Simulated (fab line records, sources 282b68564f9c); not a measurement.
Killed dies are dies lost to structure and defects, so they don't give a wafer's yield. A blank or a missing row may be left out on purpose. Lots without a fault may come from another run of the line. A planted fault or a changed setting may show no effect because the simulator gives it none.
Which tool did it? | flow rit_cmos | 13 lots, 39 wafers sampled, at 4 steps of a route of 202

WHAT THE GAUGES READ, wafer by wafer
RIT_PLDD_TW_MEAS_10.
lot  | measured    | on            | PLDD_TW
L143 | day 3 02:22 | film_metro-04 | 2343 2341 2355
L144 | day 3 06:54 | film_metro-04 | 2352 2347 2352
L146 | day 3 16:50 | film_metro-04 | 2341 2344 2340
L148 | day 4 02:48 | film_metro-04 | 2341 2346 2349
L149 | day 4 11:37 | film_metro-03 | 2352 2353 2347
L151 | day 4 18:33 | film_metro-04 | 2344 2342 2339
L152 | day 4 21:43 | film_metro-02 | 2344 2344 2352
L153 | day 5 02:19 | film_metro-02 | 2348 2342 2333
L154 | day 5 06:47 | film_metro-03 | 2324 2314 2322
L162 | day 6 23:55 | film_metro-02 | 2355 2343 2359
L163 | day 7 04:28 | film_metro-04 | 2359 2364 2362
L164 | day 7 11:31 | film_metro-04 | 2355 2344 2343
L165 | day 7 15:56 | film_metro-02 | 2369 2358 2352

RIT_CONTACT_CD_MEAS_08: target cd 1000 nm.
lot  | measured    | on        | cd_nm (nm)
L143 | day 3 10:41 | cd_sem-01 | 1000.4 1001.7 999.9
L144 | day 3 15:08 | cd_sem-01 | 1002.3 1001.5 1001.4
L146 | day 4 01:04 | cd_sem-01 | 1000.5 999.4 998.6
L148 | day 4 11:04 | cd_sem-02 | 997.3 997.1 996.5
L149 | day 4 19:34 | cd_sem-02 | 1001.8 1002.3 1002.8
L151 | day 5 03:14 | cd_sem-01 | 1000.1 999.3 1001.1
L152 | day 5 05:46 | cd_sem-01 | 1001.6 1002.4 1002.8
L153 | day 5 10:48 | cd_sem-01 | 999.8 1001.1 1000.7
L154 | day 5 14:49 | cd_sem-01 | 1151.9 1153.7 1152.2
L162 | day 7 11:27 | cd_sem-02 | 998.5 999.4 999.6
L163 | day 7 15:00 | cd_sem-02 | 998.1 997.9 997.6
L164 | day 7 19:34 | cd_sem-02 | 1000.7 998.7 999.1
L165 | day 8 01:17 | cd_sem-02 | 1003.1 1000.3 999.4

WHICH TOOL RAN EACH LOT (tool, then ch and the chambers of the sampled wafers, then the start)
lot  | RIT_SILICIDE_RTA_06             | RIT_CONTACT_EXPOSE_05
L143 | rtp_anneal-01 ch 0, day 3 09:25 | iline_stepper-01 ch 0, day 3 10:10
L144 | rtp_anneal-02 ch 0, day 3 13:56 | iline_stepper-01 ch 0, day 3 14:37
L146 | rtp_anneal-02 ch 0, day 3 23:52 | iline_stepper-02 ch 0, day 4 00:32
L148 | rtp_anneal-02 ch 0, day 4 09:48 | iline_stepper-02 ch 0, day 4 10:33
L149 | rtp_anneal-01 ch 0, day 4 18:25 | iline_stepper-02 ch 0, day 4 19:03
L151 | rtp_anneal-01 ch 0, day 5 02:04 | iline_stepper-01 ch 0, day 5 02:43
L152 | rtp_anneal-02 ch 0, day 5 04:29 | iline_stepper-02 ch 0, day 5 05:14
L153 | rtp_anneal-01 ch 0, day 5 09:30 | iline_stepper-01 ch 0, day 5 10:17
L154 | rtp_anneal-02 ch 0, day 5 13:40 | iline_stepper-01 ch 0, day 5 14:19
L162 | rtp_anneal-02 ch 0, day 7 10:18 | iline_stepper-01 ch 0, day 7 10:56
L163 | rtp_anneal-01 ch 0, day 7 13:34 | iline_stepper-02 ch 0, day 7 14:29
L164 | rtp_anneal-02 ch 0, day 7 18:23 | iline_stepper-02 ch 0, day 7 19:02
L165 | rtp_anneal-01 ch 0, day 8 00:01 | iline_stepper-01 ch 0, day 8 00:46
- RIT_SILICIDE_RTA_06: time 10 s, ramp up 5 s, ramp down 10 s.
- RIT_CONTACT_EXPOSE_05: exposes mask M11, target cd 1000 nm.

WHAT THE TOOLS THEMSELVES READ (means of the sampled wafers that have a number; where no wafer has one, the mark that the record gives instead)
RIT_SILICIDE_RTA_06.
lot  | tool          | wafer_temp_C_max
L143 | rtp_anneal-01 | 752.0
L144 | rtp_anneal-02 | 753.0
L146 | rtp_anneal-02 | 753.7
L148 | rtp_anneal-02 | 752.3
L149 | rtp_anneal-01 | 752.3
L151 | rtp_anneal-01 | 752.9
L152 | rtp_anneal-02 | 752.7
L153 | rtp_anneal-01 | 753.2
L154 | rtp_anneal-02 | 752.6
L162 | rtp_anneal-02 | 753.1
L163 | rtp_anneal-01 | 753.6
L164 | rtp_anneal-02 | 752.7
L165 | rtp_anneal-01 | 753.3

THE ANSWER, worked out from the rows above alone
Rule: what is usual is taken from the lots themselves. Put in order of their means at a reading, lots are off if they are a third of the lots or fewer, leave a main group of 4 or more, and stand apart from it by a gap of 3 or more times the standard deviation of the main group's means; of several such gaps the widest counts. A main group whose means are all the same, to the digits that the tables above print for the reading, isn't used. A lot without any number at a reading at which 4 lots or more have one is off too. The other lots that the step has rows for count as sound. The gauges are gone through in route order, then the tools' own readings, and for those a lot's mean is taken as printed above. The first step at which some lot is off is used, and at that step the reading that is off furthest; a lot without a number counts as furthest.
Off: L154, at RIT_PLDD_TW_MEAS_10 (PLDD_TW). The main group: mean 2349, standard deviation 6.4.
A tool fits if, at a process step before that reading, it ran every lot that is off, and no sound lot after the first of them. The gauges at RIT_PLDD_TW_MEAS_10 aren't tried: what is off there is off at RIT_CONTACT_CD_MEAS_08 too, on other tools, and a gauge's error can't cause that. None of those tried fits.

WHAT THE SIMULATOR HAD PUT IN
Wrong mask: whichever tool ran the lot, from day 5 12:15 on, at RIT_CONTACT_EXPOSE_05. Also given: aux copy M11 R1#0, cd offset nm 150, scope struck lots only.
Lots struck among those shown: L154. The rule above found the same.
